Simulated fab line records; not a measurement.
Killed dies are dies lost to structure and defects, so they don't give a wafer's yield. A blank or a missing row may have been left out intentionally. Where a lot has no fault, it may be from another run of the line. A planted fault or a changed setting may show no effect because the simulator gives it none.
The same fault as seen by 2 desks    flow rit_cmos    numbers are kept per desk, each desk with only its own; the story behind them comes last

AT THE METROLOGY DESK
What the gauges read, lot by lot, whatever tool the lot ran on: means of the sampled wafers that have a number. The brackets show how far a lot's mean lies from the usual mean; more than 4 standard deviations puts the lot out of limits, marked OUT.
Columns: A = cd_nm at RIT_ACTIVE_CD_MEAS_11, usual 1400.2 nm; B = GATE_OXIDE_THK at RIT_GATE_THK_MEAS_07, usual 3.02 nm
lot   first seen here  A       B
L403  day 2 02:52      1398.5  3.00
L404  day 2 06:59      1399.9  3.04
L405  day 2 12:56      1401.3  3.09
L408  day 3 03:38      1401.0  3.06
L409  day 3 11:17      1400.2  3.00
L411  day 3 22:56      1402.0  3.05
L412  day 3 23:09      1398.3  3.07
L413  day 4 07:46      1401.2  3.02
L415  day 4 16:23      1404.5  3.09
L417  day 5 02:05      1403.3  2.83
L418  day 5 04:29      1402.3  2.85
L420  day 5 14:01      1399.3  2.80
L421  day 5 20:10      1396.7  3.07
L422  day 5 23:52      1402.7  2.99
L424  day 6 10:23      1399.2  2.99
This desk found nothing out of limits on any of the 15 lots.

DESK OF THE TOOL OWNER: furnace-01
The tool's own readings at RIT_GATE_OXIDATION_05 (target thk 3 nm, ox time 270 s): means of the sampled wafers that have a number, for each lot that ran on this tool. The brackets show how far a lot's mean lies from the usual mean; more than 4 standard deviations puts the lot out of limits, marked OUT.
Columns: A = spike_tc_centre_C at RIT_GATE_OXIDATION_05, usual 902.0 C; B = tube_center_temp_C_max at RIT_GATE_OXIDATION_05, usual 902.3
lot   first seen here  A                 B
L412  day 5 06:49      902.5             902.5
L418  day 6 05:26      883.6 (-9.7) OUT  902.3
L417  day 6 06:31      882.5 (-10) OUT   902.3
L420  day 6 09:52      883.4 (-9.8) OUT  902.4
This desk's finding: out of limits on L417, L418, L420; first on L418, day 6 05:26 (spike_tc_centre_C at RIT_GATE_OXIDATION_05). L412: within limits.

PUT TOGETHER
The tool owner's desk could have raised an alarm at day 6 05:26, on L417, L418, L420.
The metrology desk saw nothing out of limits.
The metrology desk has L417, L418, L420 on record, within its limits.
On furnace-01, each named lot ran RIT_GATE_OXIDATION_05.

WHAT THE SIMULATOR HAD PUT IN
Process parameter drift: furnace-01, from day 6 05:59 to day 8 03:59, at RIT_GATE_OXIDATION_05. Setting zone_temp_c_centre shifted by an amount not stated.
Struck lots among those shown: L417, L418, L420.
